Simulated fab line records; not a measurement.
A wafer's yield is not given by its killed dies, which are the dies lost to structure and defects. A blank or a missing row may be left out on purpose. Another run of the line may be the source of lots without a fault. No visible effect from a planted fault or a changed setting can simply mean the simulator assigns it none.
A struck lot beside a sound one :: flow rit cmos :: 19 out of 202 route steps
Sound: these wafers, L633.2, L633.3, L633.6. Wafers L636.1, L636.2, L636.6 were the ones struck. At the end, the cause is stated.
At each step with rows: each side's tool, then ch and its chambers, then its first start. Under that, the readings that differ: sound wafers :: struck wafers :: difference of the means :: sigmas: that difference in standard deviations of wafers without a fault.
alike: readings with means less than 2 such deviations apart, plus words and numbers identical on both sides. not compared: withheld readings, readings lacking a value on some wafer, bounds such as >300 that could conceal the same value, and numbers that have no deviation in the record and whose values overlap.
The two part at a step that has a row with sigmas, a row that says differs or no value, or rows on one side only. When numbers do not overlap yet have no deviation, they are printed without sigmas and do not part them. A reading missing from all wafers of one side parts the sides only when that side holds two or more wafers.

RIT_SILICIDE_RS_MEAS_02: a four-point-probe measurement.
  sound on film metro-02 at day 4 23:59; struck on film metro-02 at day 5 14:20
  alike: SILICIDE_TI_RS
RIT_SILICIDE_THK_MEAS_03: measures by xrf.
  sound on film metro-02 at day 5 00:05; struck on film metro-02 at day 5 14:27
  alike: SILICIDE_TI_THK
RIT_SILICIDE_RTA_04: time 10 s, ramp up 5 s, ramp down 5 s.
  sound on rtp anneal-01 ch 0, day 5 00:09; struck on rtp anneal-02 ch 0, day 5 14:31
  alike: wafer_temp_C_max
then, 1 step without rows for these wafers: RIT_SILICIDE_WET_ETCH_05 (etches Ti in SPM, time 120 s).
RIT_SILICIDE_RTA_06: time 10 s, ramp up 5 s, ramp down 10 s.
  sound on rtp anneal-02 ch 0, day 5 00:16; struck on rtp anneal-01 ch 0, day 5 14:37
  alike: wafer_temp_C_max
RIT_CONTACT_CVD_00: deposits SiO2 from TEOS, target thk 400 nm, time 61 s.
  sound on pecvd-04 ch 0,1, day 5 00:19; struck on pecvd-04 ch 1,2, day 5 14:41
  alike: heater power w
RIT_CONTACT_THK_MEAS_01:
  sound on film metro-04 at day 5 00:23; struck on film metro-03 at day 5 14:44
  alike: CONTACT_TEOS_THK
then, 5 steps without rows for these wafers: RIT_CONTACT_HMDS_02 (prime time 60 s); RIT_CONTACT_COAT_03 (resist thk 1000 nm); RIT_CONTACT_SOFTBAKE_04 (time 60 s); RIT_CONTACT_EXPOSE_05 (exposes mask M11, target cd 1000 nm); RIT_CONTACT_PEB_06.
RIT_CONTACT_DEVELOP_07: develop time 120 s.
  sound on litho track-01 ch 0, day 5 01:00; struck on litho track-01 ch 0, day 5 15:00
reading: developer temp C (C)
sound: 23.10 23.11 23.16
struck: 25.41 25.39 25.32
difference: +2.25
sigmas: +23
RIT_CONTACT_CD_MEAS_08: the cd target is 1000 nm.
  sound on cd sem-01 at day 5 01:25; struck on cd sem-01 at day 5 15:46
reading: cd nm (nm)
sound: 1001.9 1004.7 1003.8
struck: 984.5 989.7 985.8
difference: -16.8
sigmas: -6
RIT_CONTACT_OVL_MEAS_09:
  sound on overlay-01 at day 5 01:31; struck on overlay-02 at day 5 15:53
  alike: CONTACT_OVL
then, 1 step without rows for these wafers: RIT_CONTACT_HARDBAKE_10 (time 60 s).
RIT_CONTACT_ETCH_11: etches SiO2 in CHF3/CF4/Ar, stops on TiSi2, target depth 480 nm, time 320 s.
  sound on rie diel-02 ch 0,1, day 5 01:42; struck on rie diel-03 ch 0,3, day 5 16:04
reading: model.CONTACT.cd nm (nm)
sound: 1002 1005 1004
struck: 984.1 989.8 985.5
difference: -17.2
sigmas: 
  alike: chamber pressure mTorr, drypump motor current A, oes product au, throttle valve pct
  not compared: rf hours counter h
RIT_CONTACT_STRIP_12: strips in O2, time 180 s.
  sound on plasma asher-01 ch 0,1, day 5 01:53; struck on plasma asher-03 ch 0,1, day 5 16:16
  alike: chamber pressure mTorr, drypump motor current A
  not compared: rf hours counter h
RIT_M1_PROBE_99:
  sound on prober-01 at day 5 07:26; struck on prober-01 at day 5 21:11
reading: model.etest.contact to gate.bv left v (V)
sound: 89.73 88.41 88.3
struck: 93.1 93.72 93.23
difference: +4.5
sigmas: 
  alike: killed at contacts, killed at front end, killed dies, killed open, killed short
  not compared: model.etest.contact to gate.bv right v

## WHERE THEY PART
Last at RIT_CONTACT_CD_MEAS_08 as far as this record goes, first at RIT_CONTACT_DEVELOP_07. Later steps at which nothing parts them and some readings are alike: RIT_CONTACT_OVL_MEAS_09, RIT_CONTACT_ETCH_11, RIT_CONTACT_STRIP_12, RIT_M1_PROBE_99.

WHY: the cause the simulator had injected
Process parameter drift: litho track-01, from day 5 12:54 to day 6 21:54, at RIT_CONTACT_DEVELOP_07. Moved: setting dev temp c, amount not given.
